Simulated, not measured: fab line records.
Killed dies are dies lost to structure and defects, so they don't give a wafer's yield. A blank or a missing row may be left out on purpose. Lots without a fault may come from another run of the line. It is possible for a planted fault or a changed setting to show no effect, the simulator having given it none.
Struck lot and sound lot, side by side + flow rit cmos + 14 out of 202 route steps
Sound: wafers L811.2, L811.4, L811.5. Wafers struck: L814.1, L814.2, L814.5. The cause comes at the end.
Per side, at each step with rows, come the tool, then ch with its chambers, and then its first start. Under that, the readings that differ: sound wafers + struck wafers + difference of the means + sigmas: that difference in standard deviations of wafers without a fault.
alike: same words and numbers on both sides, and readings whose means sit less than 2 such deviations apart. not compared: any withheld reading, any reading some wafer has no value for, any bound like >300 that may hide the same value, and any number with overlapping values for which the record gives no deviation.
Wherever a step has rows on one side only, a row that says differs or no value, or a row with sigmas, the two part there. Numbers that have no deviation but don't overlap get no sigmas and don't part them. A reading that every wafer of one side lacks parts them only if that side has two wafers or more.

RIT_ACTIVE_BOW_MEAS_00:
  sound: film metro-04 at day 2 06:01; struck: film metro-04 at day 2 21:00
  alike: INCOMING_BOW
then, 1 step without rows for these wafers: RIT_ACTIVE_OXIDATION_01 (target thk 46.8 nm, ox time 3360 s).
RIT_ACTIVE_THK_MEAS_02:
  sound: film metro-01 at day 2 08:04; struck: film metro-01 at day 2 23:03
| reading               | sound          | struck         | difference | sigmas |
|-----------------------|----------------|----------------|------------|--------|
| ACTIVE_OXIDE_THK (nm) | 46.5 48.1 47.9 | 45.2 46.2 46.3 | -1.6       | -2     |
then, 1 step without rows for these wafers: RIT_ACTIVE_CVD_03 (deposits Si3N4 from SiH2Cl2/NH3, target thk 150 nm, time 1500 s).
RIT_ACTIVE_THK_MEAS_04:
  sound: film metro-04 at day 2 09:32; struck: film metro-04 at day 3 00:32
  alike: ACTIVE_NITRIDE_THK
then, 5 steps without rows for these wafers: RIT_ACTIVE_HMDS_05 (prime time 60 s); RIT_ACTIVE_COAT_06 (resist thk 1000 nm); RIT_ACTIVE_SOFTBAKE_07 (time 60 s); RIT_ACTIVE_EXPOSE_08 (exposes mask M1, target cd 1400 nm); RIT_ACTIVE_PEB_09.
RIT_ACTIVE_DEVELOP_10: develop time 50 s.
  sound on litho track-02 ch 0, day 2 10:00; struck on litho track-02 ch 0, day 3 01:00
| reading              | sound             | struck            | difference | sigmas |
|----------------------|-------------------|-------------------|------------|--------|
| developer temp C (C) | 22.98 22.86 23.03 | 20.65 20.70 20.72 | -2.27      | -21    |
RIT_ACTIVE_CD_MEAS_11: the cd target is 1400 nm.
  sound: cd sem-02 at day 2 10:28; struck: cd sem-01 at day 3 01:34
| reading    | sound                | struck               | difference | sigmas |
|------------|----------------------|----------------------|------------|--------|
| cd nm (nm) | 1400.0 1398.5 1400.3 | 1391.6 1393.0 1392.4 | -7.3       | -4     |
then, 1 step without rows for these wafers: RIT_ACTIVE_HARDBAKE_12 (time 60 s).
RIT_M1_PROBE_99:
  sound: prober-01 at day 4 04:01; struck: prober-02 at day 4 20:44
  alike: killed at front end, killed dies, killed open, killed short

WHERE THEY PART
Earliest at RIT_ACTIVE_THK_MEAS_02; latest, in this record, at RIT_ACTIVE_CD_MEAS_11. Later steps at which nothing parts them and some readings are alike: RIT_M1_PROBE_99.

WHY: what the simulator had put in
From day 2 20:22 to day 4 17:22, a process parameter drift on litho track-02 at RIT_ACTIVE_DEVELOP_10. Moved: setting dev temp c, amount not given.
